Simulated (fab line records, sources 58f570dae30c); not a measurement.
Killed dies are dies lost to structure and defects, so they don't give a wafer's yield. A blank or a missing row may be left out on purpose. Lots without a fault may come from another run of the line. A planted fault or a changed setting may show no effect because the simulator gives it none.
fab line records | flow berkeley_cmos170
record lots=5 wafers=23
route steps=331 shown ZERO@12 NWELL@28 PWELL@39 ACTIVE@68 PFIELD@80 PSD@183 NSD@196 SDANNEAL@204 CONTACT@220 V1@254
start_h: hours from the record's first day to the start of the lot's first wafer shown | wait_h: hours since the lot's step before | " the same as in the row above | L1.1+2: a row that stands for several wafers | - no value, or no start given | * or withheld: withheld | < > ~ a bound
route shown NAME@n: a module of which the file shows steps, and the number in the route of the first | usual: mean/standard deviation of fault-free wafers | same: alike in all rows | chamber/n: place in a boat | sites: the reading at each site | _std_site: their standard deviation | _edge_site: outer sites' mean less inner sites' | radius_mm: how far each site lies from the wafer's centre | mask NAME#n: copy n | behind: the tool/chamber that last shaped the wafer | hold: why the lot was held/for how many hours/how that ended | device: the transistor (n, p or np) that didn't switch | end of line: the same wafers' tests at the end of the route | a step without rows: its recipe alone | killed: dies lost to structure and defects at the first sort, not the wafer's yield | map: a wafer's dies, x killed, . not, _ none there
set.NAME: the setting as run; set.NAME@STEP: as run at that earlier step | model.NAME: the simulator's own value behind a step, which no gauge read
lots whose settings were changed on purpose; a table a step, a row a wafer
## steps
# step UCB170_ZERO_ETCH_06
# recipe chemistry=CHF3/CF4/Ar target=SiO2 time_s=12 pressure_mtorr=100 rf_w=500 CHF3_flow_sccm=50 cf4_flow_sccm=10 Ar_flow_sccm=120 over_etch_frac=1.58
# usual oes_product_au=0.617/0.0089
# columns lot.wafer tool chamber start_h wait_h set.time_s oes_product_au
L075.2 rie_diel-04 0 23.01 - 12 0.622
L075.3 " 1 " " 13.34 0.587
L075.4 " 2 " " 13.34 0.603
L075.5 " 0 " " 12 0.618
L075.6 " 1 " " 13.34 0.599
L076.1 rie_diel-03 0 27.98 - 12 0.609
L076.2 " 3 " " 10.33 0.642
L076.3 " 2 " " 10.33 0.671
L076.4 " 2 " " 12 0.624
L076.5 " 3 " " 10.33 0.652
L077.2 rie_diel-03 3 33.66 - 12 0.613
L077.4 " 0 " " 12 0.607
L077.6 " 1 " " 12 0.637
L081.1 rie_diel-04 0 58.41 - 13.2 0.597
L081.3 " 3 " " 12 0.619
L081.4 " 1 " " 13.2 0.597
L081.5 " 0 " " 13.2 0.603
L081.6 " 1 " " 12 0.615
L083.2 rie_diel-02 1 63.96 - 12 0.618
L083.3 " 0 " " 10.56 0.659
L083.4 " 3 " " 12 0.623
L083.5 " 1 " " 10.56 0.647
L083.6 " 0 " " 10.56 0.649
# step UCB170_NWELL_IMPLANT_14
# recipe species=P dose_cm2=1e+13 energy_kev=150 tilt_deg=7
# columns lot.wafer tool chamber start_h wait_h set.dose_cm2
L075.2+3 implanter-04 0 36.21 0.1 1e+13
L075.4+5+6 " 0 " " 1.019e+13
L076.1+3+5 implanter-02 0 36.45 0.1 1e+13
L076.2+4 " 0 " " 1.065e+13
L077.2+4+6 implanter-03 0 45.38 0.1 1e+13
L081.1+3+4+5+6 implanter-04 0 70.77 0.1 1e+13
L083.2+3+5 implanter-04 0 76.03 0.1 1.04e+13
L083.4+6 " 0 " " 1e+13
# step UCB170_NWELL_STRIP_15
# recipe chemistry=O2 power_w=400 pressure_mtorr=3500 platen_temp_c=withheld o2_flow_sccm=400 overash_fraction=0.5
# step UCB170_NWELL_TW_MEAS_16
# usual NWELL_TW=1252/9.2
# columns lot.wafer tool chamber start_h wait_h set.dose_cm2@NWELL_IMPLANT_14 NWELL_TW
L075.2 film_metro-03 - 36.45 0.1 1e+13 1265
L075.3 " - " " 1e+13 1271
L075.4 " - " " 1.019e+13 1273
L075.5 " - " " 1.019e+13 1275
L075.6 " - " " 1.019e+13 1271
L076.1 film_metro-04 - 36.70 0.1 1e+13 1239
L076.2 " - " " 1.065e+13 1275
L076.3 " - " " 1e+13 1244
L076.4 " - " " 1.065e+13 1272
L076.5 " - " " 1e+13 1240
L077.2 film_metro-02 - 45.61 0.1 1e+13 1255
L077.4 " - " " 1e+13 1254
L077.6 " - " " 1e+13 1259
L081.1 film_metro-03 - 71.02 0.1 1e+13 1249
L081.3 " - " " 1e+13 1253
L081.4 " - " " 1e+13 1249
L081.5 " - " " 1e+13 1255
L081.6 " - " " 1e+13 1256
L083.2 film_metro-02 - 76.27 0.1 1.04e+13 1270
L083.3 " - " " 1.04e+13 1273
L083.4 " - " " 1e+13 1249
L083.5 " - " " 1.04e+13 1268
L083.6 " - " " 1e+13 1251
# step UCB170_PWELL_CVD_05
# recipe material=Si3N4 target_thk_nm=220 temp_c=800 precursor=SiH2Cl2/NH3 time_s=3300 pressure_mtorr=200 sih2cl2_flow_sccm=25 nh3_flow_sccm=75
# columns lot.wafer tool chamber start_h wait_h set.pressure_mtorr model.Si3N4_of_PWELL_CVD_05.thk_nm
L075.2 - - - 0.0 200 219.8
L075.3 " - " " 200 220.1
L075.4 " - " " 200 219.7
L075.5 " - " " 200 223
L075.6 " - " " 200 219.6
L076.1 - - - 0.0 216.4 223.7
L076.2 " - " " 216.4 225
L076.3 " - " " 216.4 224.2
L076.4 " - " " 216.4 224.5
L076.5 " - " " 216.4 223.1
L077.2 lpcvd-02 1 58.80 0.0 200 223.3
L077.4 " 1 " " 200 221.7
L077.6 " 1 " " 200 220.4
L081.1 - - - 0.0 225 227.3
L081.3 " - " " 225 225.9
L081.4 " - " " 225 225.8
L081.5 " - " " 225 226.1
L081.6 " - " " 225 226.6
L083.2 - - - 0.0 184.6 213.8
L083.3 " - " " 184.6 213.9
L083.4 " - " " 184.6 213.2
L083.5 " - " " 184.6 213.5
L083.6 " - " " 184.6 214.2
# step UCB170_ACTIVE_COAT_08
# recipe resist=KrF spin_rpm=1500 resist_thk_nm=900
# columns lot.wafer tool chamber start_h wait_h set.spin_rpm model.KrF_of_ACTIVE_COAT_08.thk_nm
L075.2 litho_track-03 0 77.76 0.1 1500 899.5
L075.3 " 0 " " 1542 888.4
L075.4 " 0 " " 1542 887.4
L075.5 " 0 " " 1542 889.2
L075.6 " 0 " " 1500 899.7
L076.1 litho_track-02 0 77.90 0.1 1500 903.8
L076.2 " 0 " " 1500 905.8
L076.3 " 0 " " 1500 903.4
L076.4 " 0 " " 1500 901.2
L076.5 " 0 " " 1500 903.3
L077.2 litho_track-02 0 87.37 0.1 1500 895.8
L077.4 " 0 " " 1500 897.6
L077.6 " 0 " " 1500 901.1
L081.1 litho_track-04 0 116.28 0.1 1552 886.7
L081.3+4 " 0 " " 1500 904.5
L081.5 " 0 " " 1552 885.9
L081.6 " 0 " " 1552 886.6
L083.2 litho_track-03 0 122.98 0.1 1500 903.3
L083.3+5 " 0 " " 1500 904.2
L083.4 " 0 " " 1500 904.3
L083.6 " 0 " " 1500 906
# step UCB170_PFIELD_COAT_01
# recipe resist=KrF spin_rpm=1500 resist_thk_nm=900
# columns lot.wafer tool chamber start_h wait_h set.spin_rpm model.KrF_of_PFIELD_COAT_01.thk_nm
L076.1 litho_track-01 0 80.97 0.1 1500 906.2
L076.2 " 0 " " 1500 904.3
L076.3 " 0 " " 1598 877.1
L076.4 " 0 " " 1598 877.4
L076.5 " 0 " " 1500 907.1
L075.2 litho_track-04 0 80.99 0.1 1500 899.8
L075.3 " 0 " " 1420 923.8
L075.4 " 0 " " 1420 924.5
L075.5 " 0 " " 1500 900.9
L075.6 " 0 " " 1500 898.7
L077.2 litho_track-04 0 89.00 0.1 1500 903.1
L077.4 " 0 " " 1500 900
L077.6 " 0 " " 1500 899.8
L081.1 litho_track-03 0 121.60 0.1 1500 901.8
L081.3 " 0 " " 1500 902.9
L081.4 " 0 " " 1500 899.9
L081.5 " 0 " " 1500 902.1
L081.6 " 0 " " 1500 906.6
L083.2+4 litho_track-04 0 127.09 0.1 1500 901.4
L083.3 " 0 " " 1500 899.2
L083.5 " 0 " " 1500 901.5
L083.6 " 0 " " 1500 896.9
# step UCB170_PFIELD_IMPLANT_07
# recipe species=B dose_cm2=2e+13 energy_kev=80 tilt_deg=7
# columns lot.wafer tool chamber start_h wait_h set.dose_cm2
L075.2+3+4 implanter-02 0 81.78 0.0 1.87e+13
L075.5+6 " 0 " " 2e+13
L076.1+2 implanter-04 0 81.85 0.0 2.123e+13
L076.3+4+5 " 0 " " 2e+13
L077.2+4+6 implanter-01 0 89.85 0.0 2e+13
L081.1+3+5 implanter-04 0 123.55 0.0 2.107e+13
L081.4+6 " 0 " " 2e+13
L083.2+4+6 implanter-02 0 128.18 0.0 2e+13
L083.3+5 " 0 " " 2.118e+13
# step UCB170_PFIELD_STRIP_08
# recipe chemistry=O2 power_w=400 pressure_mtorr=3500 platen_temp_c=withheld o2_flow_sccm=400 overash_fraction=0.5
# usual strip_time_to_endpoint_s=21.65/0.058
# columns lot.wafer tool chamber start_h wait_h set.spin_rpm@PFIELD_COAT_01 strip_time_to_endpoint_s
L075.2 plasma_asher-01 1 81.90 0.1 1500 21.61
L075.3 " 1 " " 1420 22.20
L075.4 " 0 " " 1420 22.22
L075.5 " 1 " " 1500 21.63
L075.6 " 0 " " 1500 21.60
L076.1 plasma_asher-04 0 82.00 0.1 1500 21.78
L076.2 " 1 " " 1500 21.74
L076.3 " 0 " " 1598 21.07
L076.4 " 1 " " 1598 21.08
L076.5 " 0 " " 1500 21.79
L077.2 plasma_asher-04 0 89.98 0.1 1500 21.70
L077.4 " 0 " " 1500 21.64
L077.6 " 1 " " 1500 21.62
L081.1 plasma_asher-04 0 123.70 0.1 1500 21.66
L081.3 " 0 " " 1500 21.71
L081.4 " 1 " " 1500 21.62
L081.5 " 0 " " 1500 21.66
L081.6 " 1 " " 1500 21.78
L083.2 plasma_asher-01 0 128.31 0.1 1500 21.66
L083.3 " 0 " " 1500 21.61
L083.4 " 1 " " 1500 21.67
L083.5 " 0 " " 1500 21.66
L083.6 " 1 " " 1500 21.54
# step UCB170_PFIELD_TW_MEAS_09
# usual PFIELD_TW=602/3.9
# columns lot.wafer tool chamber start_h wait_h set.dose_cm2@PFIELD_IMPLANT_07 PFIELD_TW
L075.2 film_metro-02 - 82.01 0.1 1.87e+13 589
L075.3 " - " " 1.87e+13 590
L075.4 " - " " 1.87e+13 590
L075.5 " - " " 2e+13 606
L075.6 " - " " 2e+13 602
L076.1 film_metro-04 - 82.10 0.1 2.123e+13 611
L076.2 " - " " 2.123e+13 611
L076.3 " - " " 2e+13 600
L076.4 " - " " 2e+13 597
L076.5 " - " " 2e+13 596
L077.2 film_metro-04 - 90.09 0.1 2e+13 597
L077.4 " - " " 2e+13 600
L077.6 " - " " 2e+13 600
L081.1 film_metro-04 - 123.80 0.1 2.107e+13 606
L081.3 " - " " 2.107e+13 605
L081.4 " - " " 2e+13 595
L081.5 " - " " 2.107e+13 607
L081.6 " - " " 2e+13 597
L083.2 film_metro-03 - 128.42 0.1 2e+13 606
L083.3 " - " " 2.118e+13 615
L083.4 " - " " 2e+13 601
L083.5 " - " " 2.118e+13 618
L083.6 " - " " 2e+13 604
# step UCB170_PSD_IMPLANT_08
# recipe species=B dose_cm2=3e+15 energy_kev=20 tilt_deg=7
# columns lot.wafer tool chamber start_h wait_h set.dose_cm2
L075.2+3 implanter-03 0 141.11 0.0 3e+15
L075.4+5+6 " 0 " " 3.058e+15
L076.1+3+5 implanter-02 0 141.61 0.0 2.82e+15
L076.2+4 " 0 " " 3e+15
L077.2+4+6 implanter-02 0 154.47 0.0 3e+15
L081.1+3 implanter-01 0 175.38 0.0 3e+15
L081.4+5+6 " 0 " " 2.935e+15
L083.2+3 implanter-01 0 177.95 0.0 3e+15
L083.4+5+6 " 0 " " 3.146e+15
# step UCB170_PSD_STRIP_09
# recipe chemistry=O2 power_w=400 pressure_mtorr=3500 platen_temp_c=withheld o2_flow_sccm=400 overash_fraction=0.5
# usual strip_time_to_endpoint_s=29.39/0.073
# columns lot.wafer tool chamber start_h wait_h set.dose_cm2@PSD_IMPLANT_08 strip_time_to_endpoint_s
L075.2 plasma_asher-03 1 141.24 0.1 3e+15 29.38
L075.3 " 0 " " 3e+15 29.47
L075.4 " 1 " " 3.058e+15 29.61
L075.5 " 1 " " 3.058e+15 29.49
L075.6 " 0 " " 3.058e+15 29.50
L076.1 plasma_asher-04 1 141.76 0.1 2.82e+15 28.66
L076.2 " 0 " " 3e+15 29.34
L076.3 " 1 " " 2.82e+15 28.74
L076.4 " 0 " " 3e+15 29.29
L076.5 " 0 " " 2.82e+15 28.58
L077.2 plasma_asher-02 0 154.60 0.1 3e+15 29.56
L077.4 " 1 " " 3e+15 29.44
L077.6 " 0 " " 3e+15 29.42
L081.1 plasma_asher-04 0 175.53 0.1 3e+15 29.27
L081.3 " 0 " " 3e+15 29.30
L081.4 " 1 " " 2.935e+15 29.07
L081.5 " 0 " " 2.935e+15 29.01
L081.6 " 1 " " 2.935e+15 28.95
L083.2 plasma_asher-03 1 178.08 0.1 3e+15 29.52
L083.3 " 0 " " 3e+15 29.59
L083.4 " 1 " " 3.146e+15 30.05
L083.5 " 0 " " 3.146e+15 30.08
L083.6 " 1 " " 3.146e+15 29.93
# step UCB170_PSD_TW_MEAS_10
# usual PSD_TW=2328/12
# columns lot.wafer tool chamber start_h wait_h set.dose_cm2@PSD_IMPLANT_08 PSD_TW
L075.2 film_metro-03 - 141.35 0.1 3e+15 2344
L075.3 " - " " 3e+15 2328
L075.4 " - " " 3.058e+15 2346
L075.5 " - " " 3.058e+15 2357
L075.6 " - " " 3.058e+15 2357
L076.1 film_metro-04 - 141.86 0.1 2.82e+15 2270
L076.2 " - " " 3e+15 2316
L076.3 " - " " 2.82e+15 2273
L076.4 " - " " 3e+15 2313
L076.5 " - " " 2.82e+15 2285
L077.2 film_metro-04 - 154.71 0.1 3e+15 2344
L077.4 " - " " 3e+15 2341
L077.6 " - " " 3e+15 2336
L081.1 film_metro-01 - 175.63 0.1 3e+15 2322
L081.3 " - " " 3e+15 2337
L081.4 " - " " 2.935e+15 2310
L081.5 " - " " 2.935e+15 2304
L081.6 " - " " 2.935e+15 2291
L083.2 film_metro-04 - 178.19 0.1 3e+15 2316
L083.3 " - " " 3e+15 2326
L083.4 " - " " 3.146e+15 2353
L083.5 " - " " 3.146e+15 2355
L083.6 " - " " 3.146e+15 2352
# step UCB170_NSD_STRIP_09
# recipe chemistry=O2 power_w=400 pressure_mtorr=3500 platen_temp_c=withheld o2_flow_sccm=400 overash_fraction=0.5
# usual oes_product_au=0.534/0.004
# columns lot.wafer tool chamber start_h wait_h set.overash_fraction oes_product_au
L075.2 plasma_asher-01 1 145.24 0.1 0.5 0.535
L075.3 " 1 " " 0.6026 0.512
L075.4 " 0 " " 0.5 0.533
L075.5 " 0 " " 0.6026 0.514
L075.6 " 1 " " 0.6026 0.517
L076.1 plasma_asher-02 1 145.97 0.1 0.5903 0.513
L076.2 " 0 " " 0.5903 0.521
L076.3 " 0 " " 0.5 0.530
L076.4 " 1 " " 0.5 0.535
L076.5 " 1 " " 0.5903 0.521
L077.2 plasma_asher-01 0 156.69 0.1 0.5 0.527
L077.4 " 1 " " 0.5 0.543
L077.6 " 1 " " 0.5 0.535
L081.1 plasma_asher-04 1 178.35 0.1 0.5 0.538
L081.3 " 0 " " 0.5 0.536
L081.4 " 1 " " 0.5 0.537
L081.5 " 1 " " 0.5 0.537
L081.6 " 0 " " 0.5 0.534
L083.2 plasma_asher-04 0 179.97 0.1 0.6254 0.513
L083.3 " 1 " " 0.5 0.527
L083.4 " 0 " " 0.5 0.541
L083.5 " 1 " " 0.6254 0.512
L083.6 " 0 " " 0.5 0.532
# step UCB170_SDANNEAL_RTA_00
# recipe temp_c=900 time_s=10 ambient=N2
# columns lot.wafer tool chamber start_h wait_h set.time_s
L075.2+3+5 rtp_anneal-02 0 146.67 0.0 10
L075.4+6 " 0 " " 8.504
L076.1+2+3 rtp_anneal-02 0 147.33 0.0 10
L076.4+5 " 0 " " 9.516
L077.2+4+6 rtp_anneal-01 0 157.76 0.0 10
L081.1+5 rtp_anneal-01 0 179.67 0.0 10
L081.3+4+6 " 0 " " 10.98
L083.2+4+6 rtp_anneal-02 0 181.18 0.0 10.56
L083.3+5 " 0 " " 10
# step UCB170_SDANNEAL_RTA_01
# recipe temp_c=1050 time_s=5 ambient=N2
# step UCB170_SDANNEAL_RS_MEAS_02
# recipe thk_meas_gauge=four-point-probe
# usual PSD_RS=75.5/0.36
# columns lot.wafer tool chamber start_h wait_h set.dose_cm2@PSD_IMPLANT_08 PSD_RS[ohm/sq]
L075.2 film_metro-04 - 146.81 0.1 3e+15 75.4
L075.3 " - " " 3e+15 76.1
L075.4 " - " " 3.058e+15 74.6
L075.5 " - " " 3.058e+15 74.5
L075.6 " - " " 3.058e+15 74.8
L076.1 film_metro-03 - 147.53 0.1 2.82e+15 78.9
L076.2 " - " " 3e+15 75.9
L076.3 " - " " 2.82e+15 78.8
L076.4 " - " " 3e+15 75.7
L076.5 " - " " 2.82e+15 79.4
L077.2 film_metro-01 - 157.90 0.1 3e+15 75.0
L077.4 " - " " 3e+15 75.0
L077.6 " - " " 3e+15 74.9
L081.1 film_metro-04 - 179.79 0.0 3e+15 76.1
L081.3 " - " " 3e+15 75.5
L081.4 " - " " 2.935e+15 76.9
L081.5 " - " " 2.935e+15 76.8
L081.6 " - " " 2.935e+15 76.9
L083.2 film_metro-04 - 181.32 0.1 3e+15 75.7
L083.3 " - " " 3e+15 75.9
L083.4 " - " " 3.146e+15 73.1
L083.5 " - " " 3.146e+15 73.0
L083.6 " - " " 3.146e+15 73.1
# step UCB170_CONTACT_COAT_04
# recipe resist=KrF spin_rpm=1500 resist_thk_nm=900
# columns lot.wafer tool chamber start_h wait_h set.resist_thk_nm model.KrF_of_CONTACT_COAT_04.thk_nm
L075.2 litho_track-02 0 150.56 0.1 900 902.3
L075.3 " 0 " " 900 901.6
L075.4 " 0 " " 900 903.2
L075.5 " 0 " " 926.6 929
L075.6 " 0 " " 926.6 928.2
L076.1 litho_track-03 0 152.50 0.1 900 899.1
L076.2 " 0 " " 862.3 861.9
L076.3 " 0 " " 900 898.1
L076.4 " 0 " " 900 895.4
L076.5 " 0 " " 862.3 861.3
L077.2 litho_track-01 0 160.92 0.1 900 901.4
L077.4 " 0 " " 900 902.1
L077.6 " 0 " " 900 904.3
L081.1 litho_track-01 0 183.22 0.1 900 901.4
L081.3 " 0 " " 900 901.2
L081.4 " 0 " " 900 901.8
L081.5 " 0 " " 900 900.2
L081.6 " 0 " " 900 901.6
L083.2 litho_track-02 0 185.03 0.1 900 903.2
L083.3 " 0 " " 900 901.2
L083.4 " 0 " " 900 901.6
L083.5 " 0 " " 900 904.5
L083.6 " 0 " " 900 901.9
# step UCB170_CONTACT_SOFTBAKE_05
# recipe resist=KrF temp_c=130 time_s=60
# step UCB170_CONTACT_STRIP_06
# recipe chemistry=O2 power_w=400 pressure_mtorr=3500 platen_temp_c=withheld o2_flow_sccm=400 overash_fraction=0.5
# usual strip_time_to_endpoint_s=21.95/0.067
# columns lot.wafer tool chamber start_h wait_h set.resist_thk_nm@CONTACT_COAT_04 strip_time_to_endpoint_s
L075.2 plasma_asher-01 0 150.83 0.1 900 22.02
L075.3 " 1 " " 900 22.01
L075.4 " 0 " " 900 22.05
L075.5 " 0 " " 926.6 22.65
L075.6 " 1 " " 926.6 22.65
L076.1 plasma_asher-03 0 152.80 0.1 900 21.94
L076.2 " 1 " " 862.3 21.06
L076.3 " 0 " " 900 21.95
L076.4 " 1 " " 900 21.86
L076.5 " 1 " " 862.3 21.03
L077.2 plasma_asher-01 0 161.20 0.1 900 22.00
L077.4 " 0 " " 900 22.04
L077.6 " 0 " " 900 22.06
L081.1 plasma_asher-03 1 183.52 0.1 900 22.01
L081.3 " 1 " " 900 21.98
L081.4 " 0 " " 900 22.00
L081.5 " 0 " " 900 21.97
L081.6 " 1 " " 900 22.01
L083.2 plasma_asher-01 0 185.30 0.1 900 22.03
L083.3 " 1 " " 900 22.00
L083.4 " 0 " " 900 21.99
L083.5 " 1 " " 900 22.08
L083.6 " 0 " " 900 22.02
# step UCB170_V1_CVD_00
# recipe material=SiO2 target_thk_nm=2000 temp_c=390 precursor=TEOS/O2 time_s=250 rf_w=550 pressure_mtorr=9000
# columns lot.wafer tool chamber start_h wait_h set.time_s model.SiO2_of_V1_CVD_00.thk_nm
L075.2 pecvd-01 2 158.95 0.0 233.8 1900
L075.3 " 1 " " 250 2006
L075.4 " 2 " " 233.8 -
L075.5 " 0 " " 233.8 1906
L075.6 " 1 " " 250 -
L076.1+4 pecvd-03 0,2 158.95 0.0 264.8 -
L076.2 " 1 " " 250 -
L076.3 " 2 " " 250 1961
L076.5 " 0 " " 250 1976
L077.2 pecvd-01 0 170.21 0.0 250 1973
L077.4 " 0 " " 250 1987
L077.6 " 2 " " 250 2022
L081.1+4 pecvd-01 2,1 190.93 0.0 238.4 -
L081.3 " 1 " " 250 -
L081.5 " 0 " " 250 2011
L081.6 " 2 " " 250 2023
L083.2+6 pecvd-01 0,1 193.28 0.0 229.3 -
L083.3 " 2 " " 250 2016
L083.4 " 2 " " 250 -
L083.5 " 0 " " 229.3 1844
# step UCB170_V1_THK_MEAS_01
# recipe reads=SiO2_of_V1_CVD_00
# usual V1_TEOS_THK=1996/31
# columns lot.wafer tool chamber start_h wait_h set.time_s@V1_CVD_00 V1_TEOS_THK[nm]
L076.1 film_metro-03 - 159.11 0.1 264.8 2068
L076.2 " - " " 250 1980
L076.3 " - " " 250 1960
L076.4 " - " " 264.8 2106
L076.5 " - " " 250 1976
L075.2 film_metro-02 - 159.18 0.1 233.8 1901
L075.3 " - " " 250 2005
L075.4 " - " " 233.8 1928
L075.5 " - " " 233.8 1907
L075.6 " - " " 250 2030
L077.2 film_metro-04 - 170.38 0.1 250 1973
L077.4 " - " " 250 1986
L077.6 " - " " 250 2022
L081.1 film_metro-04 - 191.11 0.1 238.4 1919
L081.3 " - " " 250 2027
L081.4 " - " " 238.4 1929
L081.5 " - " " 250 2010
L081.6 " - " " 250 2022
L083.2 film_metro-04 - 193.44 0.1 229.3 1842
L083.3 " - " " 250 2014
L083.4 " - " " 250 2033
L083.5 " - " " 229.3 1844
L083.6 " - " " 229.3 1882
## key
split step=UCB170_ZERO_ETCH_06 setting=time_s stated=12 by=wafer
response step=UCB170_ZERO_ETCH_06 reading=oes_product_au change=-0.00239 per=1% r=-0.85
split step=UCB170_NWELL_IMPLANT_14 setting=dose_cm2 stated=1e+13 by=wafer
response step=UCB170_NWELL_TW_MEAS_16 reading=NWELL_TW change=+4.95 per=1% r=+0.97
split step=UCB170_PWELL_CVD_05 setting=pressure_mtorr stated=200 by=lot
response step=UCB170_PWELL_CVD_05 reading=model.Si3N4_of_PWELL_CVD_05.thk_nm change=+0.591 per=1% r=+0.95
split step=UCB170_ACTIVE_COAT_08 setting=spin_rpm stated=1500 by=wafer
response step=UCB170_ACTIVE_COAT_08 reading=model.KrF_of_ACTIVE_COAT_08.thk_nm change=-4.75 per=1% r=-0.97
split step=UCB170_PFIELD_COAT_01 setting=spin_rpm stated=1500 by=wafer
response step=UCB170_PFIELD_COAT_01 reading=model.KrF_of_PFIELD_COAT_01.thk_nm change=-4.45 per=1% r=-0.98
response step=UCB170_PFIELD_STRIP_08 reading=strip_time_to_endpoint_s change=* per=1% r=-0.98
split step=UCB170_PFIELD_IMPLANT_07 setting=dose_cm2 stated=2e+13 by=wafer
response step=UCB170_PFIELD_TW_MEAS_09 reading=PFIELD_TW change=+2.11 per=1% r=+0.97
split step=UCB170_PSD_IMPLANT_08 setting=dose_cm2 stated=3e+15 by=wafer
response step=UCB170_PSD_STRIP_09 reading=strip_time_to_endpoint_s change=* per=1% r=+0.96
response step=UCB170_PSD_TW_MEAS_10 reading=PSD_TW change=+7.13 per=1% r=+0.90
response step=UCB170_SDANNEAL_RS_MEAS_02 reading=PSD_RS change=-0.546 per=1% r=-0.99
split step=UCB170_NSD_STRIP_09 setting=overash_fraction stated=0.5 by=wafer
response step=UCB170_NSD_STRIP_09 reading=oes_product_au change=-0.000856 per=1% r=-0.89
split step=UCB170_SDANNEAL_RTA_00 setting=time_s stated=10 by=wafer
response none clear
split step=UCB170_CONTACT_COAT_04 setting=resist_thk_nm stated=900 by=wafer
response step=UCB170_CONTACT_COAT_04 reading=model.KrF_of_CONTACT_COAT_04.thk_nm change=+8.67 per=1% r=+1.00
response step=UCB170_CONTACT_STRIP_06 reading=strip_time_to_endpoint_s change=* per=1% r=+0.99
split step=UCB170_V1_CVD_00 setting=time_s stated=250 by=wafer
response step=UCB170_V1_CVD_00 reading=model.SiO2_of_V1_CVD_00.thk_nm change=+18.5 per=1% r=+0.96
response step=UCB170_V1_THK_MEAS_01 reading=V1_TEOS_THK change=+19.1 per=1% r=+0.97
